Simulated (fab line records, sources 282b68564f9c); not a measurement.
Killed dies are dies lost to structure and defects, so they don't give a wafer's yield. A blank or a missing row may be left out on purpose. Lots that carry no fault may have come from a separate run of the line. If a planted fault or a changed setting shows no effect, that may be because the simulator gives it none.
fab line records / flow ritCmos
record lots=6 wafers=18 lastDay=7
route steps=202 shown ACTIVE@8 FOX1@20
lots that met no fault: from a run of the same line without faults
startH: hours from the record's opening day to when the first of the lot's shown wafers began / waitH: how many hours have passed since the lot's step before this one / " same as the row above / L1.1+2: several wafers, shown together as one row / - either no value or no given start / * or withheld: withheld / < > ~ a bound
route shown NAME@n: NAME is a module with steps in the file, n the number in the route of the first one / usual: mean/standard deviation taken from wafers without a fault / same: alike in all rows / chamber/n: place in a boat / sites: each site's reading / _std_site: the values' standard deviation / _edge_site: inner sites' mean taken away from outer sites' mean / radiusMm: how far each site lies from the wafer's centre / mask NAME#n: copy n / behind: the last tool/chamber to shape the wafer / hold: cause of the lot's hold/its duration in hours/its outcome / device: the n, p or np transistor that did not switch / end of line: the route-end tests of the same wafers / a step with no rows: only its recipe / killed: not the wafer's yield, but the dies lost to structure and defects at the first sort / map: dies across one wafer; x = killed, . = not, _ = none there
set.NAME: setting as actually run; set.NAME@STEP: the setting as run at that earlier step / model.NAME: the simulator's own value behind a step, which no gauge read
lots seen at some steps along the route; tables by step, rows by wafer
services: the hour from which a tool's chamber was out of use, counted from the record's first day as startH (under 0 if before that day), plus the number of hours and why
## steps
# step RIT_ACTIVE_SOFTBAKE_07
# recipe resist=NOVOLAK tempC=90 timeS=60
# step RIT_ACTIVE_EXPOSE_08
# recipe maskId=M1 na=0.6 sourceShape=conventional sigmaOuter=0.6 targetCdNm=1400 doseMj=225
# step RIT_ACTIVE_PEB_09
# recipe resist=NOVOLAK tempC=withheld timeS=withheld
# step RIT_ACTIVE_DEVELOP_10
# recipe resist=NOVOLAK developTimeS=50 devTempC=23
# step RIT_ACTIVE_CD_MEAS_11
# recipe targetCdNm=1400
# usual cdNm=1400.3/2.4
lot.wafer=L622.3 tool=cdSem-02 chamber=- startH=24.48 waitH=- cdNm=1398.4
lot.wafer=L622.5 tool=cdSem-02 chamber=- startH=24.48 waitH=- cdNm=1398.9
lot.wafer=L622.6 tool=cdSem-02 chamber=- startH=24.48 waitH=- cdNm=1397.1
lot.wafer=L623.2 tool=cdSem-02 chamber=- startH=30.32 waitH=- cdNm=1399.5
lot.wafer=L623.4 tool=cdSem-02 chamber=- startH=30.32 waitH=- cdNm=1399.7
lot.wafer=L623.6 tool=cdSem-02 chamber=- startH=30.32 waitH=- cdNm=1401.1
lot.wafer=L630.2 tool=cdSem-01 chamber=- startH=65.43 waitH=- cdNm=1399.0
lot.wafer=L630.5 tool=cdSem-01 chamber=- startH=65.43 waitH=- cdNm=1401.4
lot.wafer=L630.6 tool=cdSem-01 chamber=- startH=65.43 waitH=- cdNm=1401.2
lot.wafer=L634.1 tool=cdSem-02 chamber=- startH=84.55 waitH=- cdNm=1400.6
lot.wafer=L634.2 tool=cdSem-02 chamber=- startH=84.55 waitH=- cdNm=1399.4
lot.wafer=L634.5 tool=cdSem-02 chamber=- startH=84.55 waitH=- cdNm=1400.9
lot.wafer=L635.1 tool=cdSem-01 chamber=- startH=90.15 waitH=- cdNm=1399.2
lot.wafer=L635.2 tool=cdSem-01 chamber=- startH=90.15 waitH=- cdNm=1398.3
lot.wafer=L635.6 tool=cdSem-01 chamber=- startH=90.15 waitH=- cdNm=1399.6
lot.wafer=L643.1 tool=cdSem-02 chamber=- startH=130.29 waitH=- cdNm=1395.8
lot.wafer=L643.3 tool=cdSem-02 chamber=- startH=130.29 waitH=- cdNm=1398.5
lot.wafer=L643.4 tool=cdSem-02 chamber=- startH=130.29 waitH=- cdNm=1399.1
# step RIT_ACTIVE_HARDBAKE_12
# recipe resist=NOVOLAK tempC=140 timeS=60
# step RIT_ACTIVE_ETCH_13
# recipe stopOn=SiO2 chemistry=SF6 target=Si3N4 timeS=210 overEtchFrac=0.4 SF6_flow_sccm=200 pressureMtorr=260 rfW=125 targetDepthA=2100
# usual chamberPressureMTorr=259.97/0.27 drypumpMotorCurrentA=5.9/0.4 oesProductAu=0.823/0.015 throttleValvePct=7.51/0.13
lot.wafer=L622.3 tool=rieDiel-01 chamber=3 startH=24.71 waitH=0.1 chamberPressureMTorr=259.71 drypumpMotorCurrentA=6.4 oesProductAu=0.821 rfHoursCounterH=26 throttleValvePct=7.55
lot.wafer=L622.5 tool=rieDiel-01 chamber=1 startH=24.71 waitH=0.1 chamberPressureMTorr=259.21 drypumpMotorCurrentA=5.7 oesProductAu=0.835 rfHoursCounterH=- throttleValvePct=7.51
lot.wafer=L622.6 tool=rieDiel-01 chamber=0 startH=24.71 waitH=0.1 chamberPressureMTorr=259.94 drypumpMotorCurrentA=6.0 oesProductAu=0.801 rfHoursCounterH=- throttleValvePct=7.60
lot.wafer=L623.2 tool=rieDiel-02 chamber=0 startH=30.57 waitH=0.1 chamberPressureMTorr=259.74 drypumpMotorCurrentA=5.4 oesProductAu=0.830 rfHoursCounterH=79 throttleValvePct=7.26
lot.wafer=L623.4 tool=rieDiel-02 chamber=1 startH=30.57 waitH=0.1 chamberPressureMTorr=260.10 drypumpMotorCurrentA=5.7 oesProductAu=0.820 rfHoursCounterH=106 throttleValvePct=7.53
lot.wafer=L623.6 tool=rieDiel-02 chamber=0 startH=30.57 waitH=0.1 chamberPressureMTorr=260.12 drypumpMotorCurrentA=5.4 oesProductAu=0.826 rfHoursCounterH=- throttleValvePct=7.26
lot.wafer=L630.2 tool=rieDiel-02 chamber=3 startH=65.68 waitH=0.1 chamberPressureMTorr=259.91 drypumpMotorCurrentA=6.0 oesProductAu=0.838 rfHoursCounterH=79 throttleValvePct=7.29
lot.wafer=L630.5 tool=rieDiel-02 chamber=0 startH=65.68 waitH=0.1 chamberPressureMTorr=260.18 drypumpMotorCurrentA=5.4 oesProductAu=0.827 rfHoursCounterH=- throttleValvePct=7.27
lot.wafer=L630.6 tool=rieDiel-02 chamber=1 startH=65.68 waitH=0.1 chamberPressureMTorr=259.72 drypumpMotorCurrentA=5.7 oesProductAu=0.820 rfHoursCounterH=- throttleValvePct=7.54
lot.wafer=L634.1 tool=rieDiel-01 chamber=3 startH=84.82 waitH=0.1 chamberPressureMTorr=260.22 drypumpMotorCurrentA=6.3 oesProductAu=0.822 rfHoursCounterH=27 throttleValvePct=7.54
lot.wafer=L634.2 tool=rieDiel-01 chamber=1 startH=84.82 waitH=0.1 chamberPressureMTorr=259.91 drypumpMotorCurrentA=5.8 oesProductAu=0.843 rfHoursCounterH=76 throttleValvePct=7.52
lot.wafer=L634.5 tool=rieDiel-01 chamber=3 startH=84.82 waitH=0.1 chamberPressureMTorr=260.37 drypumpMotorCurrentA=6.3 oesProductAu=0.823 rfHoursCounterH=- throttleValvePct=7.54
lot.wafer=L635.1 tool=rieDiel-01 chamber=0 startH=90.42 waitH=0.1 chamberPressureMTorr=260.33 drypumpMotorCurrentA=6.0 oesProductAu=0.811 rfHoursCounterH=150 throttleValvePct=7.61
lot.wafer=L635.2 tool=rieDiel-01 chamber=1 startH=90.42 waitH=0.1 chamberPressureMTorr=259.98 drypumpMotorCurrentA=5.8 oesProductAu=0.832 rfHoursCounterH=76 throttleValvePct=7.52
lot.wafer=L635.6 tool=rieDiel-01 chamber=1 startH=90.42 waitH=0.1 chamberPressureMTorr=260.04 drypumpMotorCurrentA=5.8 oesProductAu=0.839 rfHoursCounterH=- throttleValvePct=7.51
lot.wafer=L643.1 tool=rieDiel-03 chamber=1 startH=130.56 waitH=0.1 chamberPressureMTorr=259.86 drypumpMotorCurrentA=6.5 oesProductAu=0.834 rfHoursCounterH=6 throttleValvePct=7.51
lot.wafer=L643.3 tool=rieDiel-03 chamber=0 startH=130.56 waitH=0.1 chamberPressureMTorr=260.35 drypumpMotorCurrentA=5.2 oesProductAu=0.819 rfHoursCounterH=24 throttleValvePct=7.51
lot.wafer=L643.4 tool=rieDiel-03 chamber=2 startH=130.56 waitH=0.1 chamberPressureMTorr=259.91 drypumpMotorCurrentA=5.7 oesProductAu=0.802 rfHoursCounterH=61 throttleValvePct=7.41
# step RIT_ACTIVE_STRIP_14
# recipe chemistry=O2 timeS=180 resist=NOVOLAK platenTempC=withheld powerW=500 pressureMtorr=4000 o2FlowSccm=4000
# usual chamberPressureMTorr=4000/3.9 drypumpMotorCurrentA=5.9/0.4
lot.wafer=L622.3 tool=plasmaAsher-03 chamber=1 startH=24.90 waitH=0.1 chamberPressureMTorr=4000 drypumpMotorCurrentA=6.0 rfHoursCounterH=-
lot.wafer=L622.5 tool=plasmaAsher-03 chamber=0 startH=24.90 waitH=0.1 chamberPressureMTorr=4000 drypumpMotorCurrentA=6.1 rfHoursCounterH=-
lot.wafer=L622.6 tool=plasmaAsher-03 chamber=1 startH=24.90 waitH=0.1 chamberPressureMTorr=3999 drypumpMotorCurrentA=6.0 rfHoursCounterH=-
lot.wafer=L623.2 tool=plasmaAsher-03 chamber=1 startH=30.70 waitH=0.1 chamberPressureMTorr=3998 drypumpMotorCurrentA=6.0 rfHoursCounterH=39
lot.wafer=L623.4 tool=plasmaAsher-03 chamber=1 startH=30.70 waitH=0.1 chamberPressureMTorr=3999 drypumpMotorCurrentA=6.0 rfHoursCounterH=-
lot.wafer=L623.6 tool=plasmaAsher-03 chamber=1 startH=30.70 waitH=0.1 chamberPressureMTorr=4000 drypumpMotorCurrentA=6.0 rfHoursCounterH=-
lot.wafer=L630.2 tool=plasmaAsher-04 chamber=0 startH=65.81 waitH=0.1 chamberPressureMTorr=4003 drypumpMotorCurrentA=6.4 rfHoursCounterH=26
lot.wafer=L630.5 tool=plasmaAsher-04 chamber=1 startH=65.81 waitH=0.1 chamberPressureMTorr=3998 drypumpMotorCurrentA=5.2 rfHoursCounterH=-
lot.wafer=L630.6 tool=plasmaAsher-04 chamber=0 startH=65.81 waitH=0.1 chamberPressureMTorr=4000 drypumpMotorCurrentA=6.4 rfHoursCounterH=-
lot.wafer=L634.1 tool=plasmaAsher-02 chamber=0 startH=84.96 waitH=0.1 chamberPressureMTorr=4003 drypumpMotorCurrentA=5.4 rfHoursCounterH=45
lot.wafer=L634.2 tool=plasmaAsher-02 chamber=1 startH=84.96 waitH=0.1 chamberPressureMTorr=4007 drypumpMotorCurrentA=6.1 rfHoursCounterH=45
lot.wafer=L634.5 tool=plasmaAsher-02 chamber=0 startH=84.96 waitH=0.1 chamberPressureMTorr=3997 drypumpMotorCurrentA=5.4 rfHoursCounterH=-
lot.wafer=L635.1 tool=plasmaAsher-03 chamber=0 startH=90.55 waitH=0.1 chamberPressureMTorr=4004 drypumpMotorCurrentA=6.2 rfHoursCounterH=45
lot.wafer=L635.2 tool=plasmaAsher-03 chamber=1 startH=90.55 waitH=0.1 chamberPressureMTorr=4002 drypumpMotorCurrentA=6.0 rfHoursCounterH=45
lot.wafer=L635.6 tool=plasmaAsher-03 chamber=0 startH=90.55 waitH=0.1 chamberPressureMTorr=4000 drypumpMotorCurrentA=6.2 rfHoursCounterH=-
lot.wafer=L643.1 tool=plasmaAsher-04 chamber=1 startH=130.69 waitH=0.1 chamberPressureMTorr=4001 drypumpMotorCurrentA=5.2 rfHoursCounterH=33
lot.wafer=L643.3 tool=plasmaAsher-04 chamber=1 startH=130.69 waitH=0.1 chamberPressureMTorr=4003 drypumpMotorCurrentA=5.2 rfHoursCounterH=-
lot.wafer=L643.4 tool=plasmaAsher-04 chamber=0 startH=130.69 waitH=0.1 chamberPressureMTorr=3996 drypumpMotorCurrentA=6.4 rfHoursCounterH=-
# step RIT_ACTIVE_CD_MEAS_90
# recipe targetCdNm=1400
# usual cdNm=1400.4/2.4
lot.wafer=L622.3 tool=cdSem-02 chamber=- startH=25.06 waitH=0.1 cdNm=1397.9
lot.wafer=L622.5 tool=cdSem-02 chamber=- startH=25.06 waitH=0.1 cdNm=1398.8
lot.wafer=L622.6 tool=cdSem-02 chamber=- startH=25.06 waitH=0.1 cdNm=1397.3
lot.wafer=L623.2 tool=cdSem-02 chamber=- startH=30.89 waitH=0.1 cdNm=1399.8
lot.wafer=L623.4 tool=cdSem-02 chamber=- startH=30.89 waitH=0.1 cdNm=1399.4
lot.wafer=L623.6 tool=cdSem-02 chamber=- startH=30.89 waitH=0.1 cdNm=1401.4
lot.wafer=L630.2 tool=cdSem-01 chamber=- startH=66.06 waitH=0.2 cdNm=1399.5
lot.wafer=L630.5 tool=cdSem-01 chamber=- startH=66.06 waitH=0.2 cdNm=1401.4
lot.wafer=L630.6 tool=cdSem-01 chamber=- startH=66.06 waitH=0.2 cdNm=1400.8
lot.wafer=L634.1 tool=cdSem-01 chamber=- startH=85.13 waitH=0.1 cdNm=1399.9
lot.wafer=L634.2 tool=cdSem-01 chamber=- startH=85.13 waitH=0.1 cdNm=1399.6
lot.wafer=L634.5 tool=cdSem-01 chamber=- startH=85.13 waitH=0.1 cdNm=1400.5
lot.wafer=L635.1 tool=cdSem-02 chamber=- startH=90.73 waitH=0.1 cdNm=1399.2
lot.wafer=L635.2 tool=cdSem-02 chamber=- startH=90.73 waitH=0.1 cdNm=1398.0
lot.wafer=L635.6 tool=cdSem-02 chamber=- startH=90.73 waitH=0.1 cdNm=1399.7
lot.wafer=L643.1 tool=cdSem-02 chamber=- startH=130.87 waitH=0.1 cdNm=1396.2
lot.wafer=L643.3 tool=cdSem-02 chamber=- startH=130.87 waitH=0.1 cdNm=1398.3
lot.wafer=L643.4 tool=cdSem-02 chamber=- startH=130.87 waitH=0.1 cdNm=1399.3
# step RIT_ACTIVE_CLEAN_15
# recipe chemistry=SC1 mix=3:3:50 timeS=600 tempC=75
# step RIT_ACTIVE_CLEAN_16
# recipe chemistry=dHF dilution=50:1 timeS=30
# step RIT_ACTIVE_CLEAN_17
# recipe chemistry=SC2 mix=3:3:50 timeS=600 tempC=75 dry=n2Spin
# step RIT_FOX1_OXIDATION_00
# recipe tempC=1100 ambient=H2O targetThkA=3507 pH2oTorr=720 oxTimeS=1130
# usual oxTempC=1100.0/0.47 oxTempCMax=1103.0/0.68
lot.wafer=L622.3 tool=furnace-01 chamber=- startH=25.52 waitH=0.0 oxTempC=- oxTempCMax=- model.Si3N4_of_ACTIVE_CVD_03.thkNm=148.7
lot.wafer=L622.5 tool=furnace-01 chamber=- startH=25.52 waitH=0.0 oxTempC=- oxTempCMax=- model.Si3N4_of_ACTIVE_CVD_03.thkNm=148.8
lot.wafer=L622.6 tool=furnace-01 chamber=- startH=25.52 waitH=0.0 oxTempC=- oxTempCMax=- model.Si3N4_of_ACTIVE_CVD_03.thkNm=148.9
lot.wafer=L623.2 tool=furnace-02 chamber=- startH=31.36 waitH=0.0 oxTempC=- oxTempCMax=- model.Si3N4_of_ACTIVE_CVD_03.thkNm=150.3
lot.wafer=L623.4 tool=furnace-02 chamber=- startH=31.36 waitH=0.0 oxTempC=- oxTempCMax=- model.Si3N4_of_ACTIVE_CVD_03.thkNm=150.9
lot.wafer=L623.6 tool=furnace-02 chamber=- startH=31.36 waitH=0.0 oxTempC=- oxTempCMax=- model.Si3N4_of_ACTIVE_CVD_03.thkNm=149.9
lot.wafer=L630.2 tool=furnace-01 chamber=0 startH=66.53 waitH=0.0 oxTempC=1099.9 oxTempCMax=1102.8 model.Si3N4_of_ACTIVE_CVD_03.thkNm=144.7
lot.wafer=L630.5 tool=furnace-01 chamber=0 startH=66.53 waitH=0.0 oxTempC=1099.9 oxTempCMax=1103.1 model.Si3N4_of_ACTIVE_CVD_03.thkNm=144.5
lot.wafer=L630.6 tool=furnace-01 chamber=0 startH=66.53 waitH=0.0 oxTempC=1100.3 oxTempCMax=1103.5 model.Si3N4_of_ACTIVE_CVD_03.thkNm=143.6
lot.wafer=L634.1 tool=furnace-01 chamber=0 startH=85.63 waitH=0.0 oxTempC=1100.0 oxTempCMax=1103.2 model.Si3N4_of_ACTIVE_CVD_03.thkNm=143.6
lot.wafer=L634.2 tool=furnace-01 chamber=0 startH=85.63 waitH=0.0 oxTempC=1099.2 oxTempCMax=1103.1 model.Si3N4_of_ACTIVE_CVD_03.thkNm=143.7
lot.wafer=L634.5 tool=furnace-01 chamber=0 startH=85.63 waitH=0.0 oxTempC=1099.2 oxTempCMax=1103.4 model.Si3N4_of_ACTIVE_CVD_03.thkNm=144.8
lot.wafer=L635.1 tool=furnace-04 chamber=0 startH=91.22 waitH=0.0 oxTempC=1099.9 oxTempCMax=1102.7 model.Si3N4_of_ACTIVE_CVD_03.thkNm=143.3
lot.wafer=L635.2 tool=furnace-04 chamber=0 startH=91.22 waitH=0.0 oxTempC=1100.1 oxTempCMax=1103.1 model.Si3N4_of_ACTIVE_CVD_03.thkNm=143.6
lot.wafer=L635.6 tool=furnace-04 chamber=0 startH=91.22 waitH=0.0 oxTempC=1099.4 oxTempCMax=1101.8 model.Si3N4_of_ACTIVE_CVD_03.thkNm=144.1
lot.wafer=L643.1 tool=furnace-02 chamber=0 startH=132.93 waitH=1.6 oxTempC=1099.9 oxTempCMax=1102.4 model.Si3N4_of_ACTIVE_CVD_03.thkNm=144.6
lot.wafer=L643.3 tool=furnace-02 chamber=0 startH=132.93 waitH=1.6 oxTempC=1099.8 oxTempCMax=1102.6 model.Si3N4_of_ACTIVE_CVD_03.thkNm=144.5
lot.wafer=L643.4 tool=furnace-02 chamber=0 startH=132.93 waitH=1.6 oxTempC=1100.3 oxTempCMax=1104.0 model.Si3N4_of_ACTIVE_CVD_03.thkNm=143.2
# step RIT_FOX1_WET_ETCH_02
# recipe chemistry=BOE targetDepthNm=350 timeS=390 tempC=21.5 dry=n2Spin dilution=10:1 target=SiO2
lot.wafer=L622.3+5 tool=wetBench-01 chamber=0 startH=26.89 waitH=0.0 model.Si3N4_of_ACTIVE_CVD_03.thkNm=144
lot.wafer=L622.6 tool=wetBench-01 chamber=0 startH=26.89 waitH=0.0 model.Si3N4_of_ACTIVE_CVD_03.thkNm=144.2
lot.wafer=L623.2 tool=wetBench-02 chamber=1 startH=32.74 waitH=0.0 model.Si3N4_of_ACTIVE_CVD_03.thkNm=145.6
lot.wafer=L623.4 tool=wetBench-02 chamber=1 startH=32.74 waitH=0.0 model.Si3N4_of_ACTIVE_CVD_03.thkNm=146.2
lot.wafer=L623.6 tool=wetBench-02 chamber=1 startH=32.74 waitH=0.0 model.Si3N4_of_ACTIVE_CVD_03.thkNm=145.2
lot.wafer=L630.2 tool=wetBench-03 chamber=3 startH=67.91 waitH=0.0 model.Si3N4_of_ACTIVE_CVD_03.thkNm=140
lot.wafer=L630.5 tool=wetBench-03 chamber=3 startH=67.91 waitH=0.0 model.Si3N4_of_ACTIVE_CVD_03.thkNm=139.8
lot.wafer=L630.6 tool=wetBench-03 chamber=3 startH=67.91 waitH=0.0 model.Si3N4_of_ACTIVE_CVD_03.thkNm=139
lot.wafer=L634.1 tool=wetBench-01 chamber=0 startH=87.01 waitH=0.1 model.Si3N4_of_ACTIVE_CVD_03.thkNm=138.8
lot.wafer=L634.2 tool=wetBench-01 chamber=0 startH=87.01 waitH=0.1 model.Si3N4_of_ACTIVE_CVD_03.thkNm=139
lot.wafer=L634.5 tool=wetBench-01 chamber=0 startH=87.01 waitH=0.1 model.Si3N4_of_ACTIVE_CVD_03.thkNm=140
lot.wafer=L635.1 tool=wetBench-03 chamber=1 startH=92.59 waitH=0.1 model.Si3N4_of_ACTIVE_CVD_03.thkNm=138.6
lot.wafer=L635.2 tool=wetBench-03 chamber=1 startH=92.59 waitH=0.1 model.Si3N4_of_ACTIVE_CVD_03.thkNm=138.9
lot.wafer=L635.6 tool=wetBench-03 chamber=1 startH=92.59 waitH=0.1 model.Si3N4_of_ACTIVE_CVD_03.thkNm=139.4
lot.wafer=L643.1 tool=wetBench-02 chamber=3 startH=134.31 waitH=0.1 model.Si3N4_of_ACTIVE_CVD_03.thkNm=139.8
lot.wafer=L643.3 tool=wetBench-02 chamber=3 startH=134.31 waitH=0.1 model.Si3N4_of_ACTIVE_CVD_03.thkNm=139.7
lot.wafer=L643.4 tool=wetBench-02 chamber=3 startH=134.31 waitH=0.1 model.Si3N4_of_ACTIVE_CVD_03.thkNm=138.4
## services
tool=wetBench-02 chamber=- startH=8.84 hours=4.4 kind=pm
tool=plasmaAsher-03 chamber=- startH=10.82 hours=4.0 kind=repair
tool=rieDiel-03 chamber=- startH=27.62 hours=14.6 kind=pm
tool=furnace-02 chamber=- startH=43.84 hours=3.9 kind=pm
tool=wetBench-01 chamber=- startH=69.76 hours=3.5 kind=repair
tool=furnace-02 chamber=- startH=88.29 hours=4.0 kind=pm
tool=rieDiel-02 chamber=3 startH=89.32 hours=9.2 kind=repair
tool=wetBench-01 chamber=- startH=92.97 hours=1.9 kind=pm
tool=furnace-02 chamber=- startH=94.02 hours=2.2 kind=pm
tool=rieDiel-01 chamber=2 startH=102.00 hours=9.5 kind=repair
tool=furnace-01 chamber=- startH=102.39 hours=67.7 kind=pm
tool=plasmaAsher-02 chamber=- startH=108.75 hours=9.0 kind=pm
tool=plasmaAsher-02 chamber=0 startH=108.75 hours=9.0 kind=ventCycle
tool=plasmaAsher-02 chamber=1 startH=108.75 hours=9.0 kind=ventCycle
tool=furnace-04 chamber=- startH=117.39 hours=2.8 kind=pm
tool=plasmaAsher-02 chamber=0 startH=117.75 hours=- kind=clean
tool=plasmaAsher-02 chamber=1 startH=117.75 hours=- kind=clean
tool=rieDiel-03 chamber=0 startH=118.01 hours=4.7 kind=repair
tool=rieDiel-03 chamber=3 startH=119.72 hours=3.0 kind=repair
## key
firstSign step=RIT_FOX1_OXIDATION_00 reading=toolRecord direction=missing
effect none on later readings
modelEffect step=RIT_FOX1_OXIDATION_00 value=Si3N4_of_ACTIVE_CVD_03.thkNm without=143 struck=149.6
modelEffect step=RIT_FOX1_WET_ETCH_02 value=Si3N4_of_ACTIVE_CVD_03.thkNm without=138.2 struck=144.9
metAt RIT_FOX1_OXIDATION_00
struckWafers L622.3,L622.5,L622.6,L623.2,L623.4,L623.6
laterRowsLeftOut L622.3,L622.5,L622.6,L623.2,L623.4,L623.6
sortLeftOut L622.3,L622.5,L622.6,L623.2,L623.4,L623.6
testerLeftOut L622,L623
fault kind=skippedStepWhole tool=furnace-01,furnace-02 chamber=- onsetH=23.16 steps=RIT_FOX1_OXIDATION_00 scope=struckLotsOnly
# testerLeftOut: of these lots the tester's yield and bins aren't shown, on N5 and GAA mostly nor the transistor test; their killed dies are dies lost to structure and defects alone, not to doping, threshold or leakage, so they don't give the yield
# sortLeftOut: the simulated sort isn't trusted on such a fault, so these wafers' sort isn't shown, and their yield isn't known
# laterRowsLeftOut: the simulator's readings of these wafers behind a module that went badly wrong aren't trusted and aren't shown, but for the sort
